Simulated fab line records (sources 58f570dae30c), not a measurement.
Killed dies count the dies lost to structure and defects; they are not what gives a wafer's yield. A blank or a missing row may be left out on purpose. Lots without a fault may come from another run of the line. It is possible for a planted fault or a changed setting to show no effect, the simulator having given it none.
fab line records ; flow berkeley_cmos170
record: lots: 12; wafers: 36; last_day: 12
route steps=331 shown GATE@141 PLDD@145
lots that met no fault: from a run of the same line without faults
start_h: start of the lot's first displayed wafer, in hours after the record's first day ; wait_h: hours since the lot's step before ; " same as the row above ; L1.1+2: one row covering several wafers at once ; - value missing, or start not given ; * or withheld: withheld ; < > ~ a bound
route shown NAME@n: NAME is a module with steps in the file, n the number in the route of the first one ; usual: mean and standard deviation over wafers with no fault ; same: alike in all rows ; chamber/n: place in a boat ; sites: the reading at each site ; _std_site: standard deviation across them ; _edge_site: inner sites' mean taken away from outer sites' mean ; radius_mm: for every site, how far away it sits from the centre of the wafer ; mask NAME#n: copy n ; behind: the most recent tool/chamber to have shaped the wafer ; hold: the reason the lot was held/the length of the hold in hours/how it ended ; device: the n, p or np transistor that did not switch ; end of line: the tests these same wafers got at the end of their route ; for a step that has no rows: nothing shown but its recipe ; killed: dies that structure and defects cost at the first sort, which is not the same as the wafer's yield ; map: a wafer's dies, x killed, . not, _ none there
set.NAME: the setting the step ran with; set.NAME@STEP: the setting that earlier step ran with ; model.NAME: the simulator's own value behind a step, which no gauge read
one table for each step of the route and one row for each wafer, over a sample of lots
services: when a tool's chamber went out of use (start_h, in hours from the record's first day, below 0 if earlier), for how many hours, and the reason
== steps ==
step: UCB170_GATE_ETCH_15
recipe: chemistry: HBr/Cl2; target: poly-Si; stop_on: SiO2; over_etch_frac: 0.3; icp_w: 300; bias_w: 150; time_s: 56.3; pressure_mtorr: 15; HBr_flow_sccm: 150; Cl2_flow_sccm: 50; target_depth_a: 2782
usual: drypump_motor_current_A: 5.9/0.33; oes_product_au: 0.833/0.017; throttle_valve_pct: 26.40/0.14
lot.wafer;tool;chamber;start_h;wait_h;drypump_motor_current_A;oes_product_au;rf_hours_counter_h;throttle_valve_pct
L352.1;rie_si-01;1;161.00;-;5.4;0.846;68;26.51
L352.3;rie_si-01;3;161.00;-;5.4;0.856;2;26.43
L352.4;rie_si-01;0;161.00;-;5.9;0.828;39;26.38
L351.2;rie_si-02;2;161.24;-;6.2;0.834;0;26.47
L351.5;rie_si-02;2;161.24;-;6.2;0.834;-;26.46
L351.6;rie_si-02;3;161.24;-;5.9;0.823;-;26.40
L357.1;rie_si-01;1;185.54;-;5.5;0.827;69;26.52
L357.2;rie_si-01;0;185.54;-;5.8;0.815;40;26.37
L357.6;rie_si-01;1;185.54;-;5.5;0.829;-;26.51
L356.2;rie_si-02;2;185.90;-;6.2;0.822;0;26.47
L356.4;rie_si-02;0;185.90;-;5.8;0.793;1;26.23
L356.5;rie_si-02;0;185.90;-;5.9;0.801;-;26.22
L362.2;rie_si-02;0;199.25;-;5.9;0.634;1;26.21
L362.3;rie_si-02;1;199.25;-;6.4;0.665;31;26.27
L362.5;rie_si-02;3;199.25;-;5.9;0.648;-;26.38
L361.3;rie_si-01;1;199.35;-;5.5;0.846;69;26.49
L361.4;rie_si-01;3;199.35;-;5.4;0.855;2;26.46
L361.6;rie_si-01;0;199.35;-;5.9;0.830;-;26.38
L360.3;rie_si-02;0;199.52;-;5.9;0.640;1;26.23
L360.4;rie_si-02;3;199.52;-;5.9;0.650;89;26.40
L360.5;rie_si-02;3;199.52;-;5.9;0.656;-;26.40
L364.2;rie_si-01;0;222.70;-;5.8;0.845;40;26.37
L364.3;rie_si-01;3;222.70;-;5.4;0.864;2;26.43
L364.6;rie_si-01;1;222.70;-;5.4;0.850;-;26.51
L365.1;rie_si-01;3;223.18;-;5.3;0.854;2;26.43
L365.3;rie_si-01;1;223.18;-;5.4;0.843;69;26.52
L365.5;rie_si-01;3;223.18;-;5.4;0.859;-;26.42
L369.2;rie_si-01;1;248.47;-;5.4;0.838;69;26.50
L369.3;rie_si-01;3;248.47;-;5.3;0.848;2;26.43
L369.5;rie_si-01;3;248.47;-;5.4;0.849;-;26.41
L372.1;rie_si-01;1;252.76;-;5.4;0.835;69;26.52
L372.4;rie_si-01;3;252.76;-;5.4;0.852;2;26.44
L372.5;rie_si-01;3;252.76;-;5.4;0.862;-;26.44
L374.1;rie_si-01;1;259.61;-;5.4;0.835;69;26.51
L374.3;rie_si-01;3;259.61;-;5.3;0.852;2;26.46
L374.5;rie_si-01;0;259.61;-;5.8;0.819;-;26.37
step: UCB170_PLDD_HMDS_00
recipe: prime_time_s: 60; prime_temp_c: 100
same: prime_time_s: 60
lot.wafer;tool;chamber;start_h;wait_h
L352.1+3+4;litho_track-03;0;161.45;0.0
L351.2+5+6;litho_track-02;0;161.86;0.1
L357.1+2+6;litho_track-02;0;186.25;0.0
L356.2+4+5;litho_track-01;0;186.62;0.0
L361.3+4+6;litho_track-01;0;200.37;0.6
L364.2+3+6;litho_track-01;0;223.71;0.3
L365.1+3+5;litho_track-02;0;224.13;0.2
L369.2+3+5;litho_track-01;0;249.88;0.0
L372.1+4+5;litho_track-02;0;253.45;0.2
L374.1+3+5;litho_track-03;0;260.58;0.5
step: UCB170_PLDD_COAT_01
recipe: resist: KrF; spin_rpm: 1500; resist_thk_nm: 900
lot.wafer;tool;chamber;start_h;wait_h
L352.1+3+4;litho_track-03;0;161.60;0.1
L351.2+5+6;litho_track-02;0;162.01;0.1
L357.1+2+6;litho_track-02;0;186.40;0.1
L356.2+4+5;litho_track-01;0;186.77;0.1
L361.3+4+6;litho_track-01;0;200.52;0.1
L364.2+3+6;litho_track-01;0;223.86;0.1
L365.1+3+5;litho_track-02;0;224.28;0.1
L369.2+3+5;litho_track-01;0;250.03;0.1
L372.1+4+5;litho_track-02;0;253.60;0.1
L374.1+3+5;litho_track-03;0;260.73;0.1
== services ==
tool;chamber;start_h;hours;kind
rie_si-01;-;139.96;2.8;pm
rie_si-02;1;145.32;3.5;repair
rie_si-02;1;162.76;8.7;repair
rie_si-01;-;169.23;14.6;pm
rie_si-01;-;193.91;0.1;repair
rie_si-01;-;248.67;0.8;repair
== key ==
first_sign: step: UCB170_GATE_ETCH_15; reading: oes_product_au; direction: down; sigmas: 11; usual: 0.833; struck: 0.649
effect: step: UCB170_PLDD_HMDS_00; reading: visit; direction: missing
effect: step: UCB170_PLDD_COAT_01; reading: visit; direction: missing
met_at UCB170_GATE_ETCH_15
struck_lots L360,L362
later_rows_left_out L360.3,L360.4,L360.5,L362.2,L362.3,L362.5
sort_left_out L360.3,L360.4,L360.5,L362.2,L362.3,L362.5
tester_left_out L360,L362
onset_between 185.90 199.25
fault: kind: process_parameter_drift; tool: rie_si-02; chamber: -; onset_h: 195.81; steps: UCB170_GATE_ETCH_15; channel: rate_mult; offset: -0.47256; shape: step; end_h: 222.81
tester_left_out: of these lots the tester's yield and bins aren't shown, on N5 and GAA mostly nor the transistor test; their killed dies are dies lost to structure and defects alone, not to doping, threshold or leakage, so they don't give the yield
sort_left_out: the simulated sort isn't trusted on such a fault, so these wafers' sort isn't shown, and their yield isn't known
later_rows_left_out: the simulator's readings of these wafers behind a module that went badly wrong aren't trusted and aren't shown, but for the sort
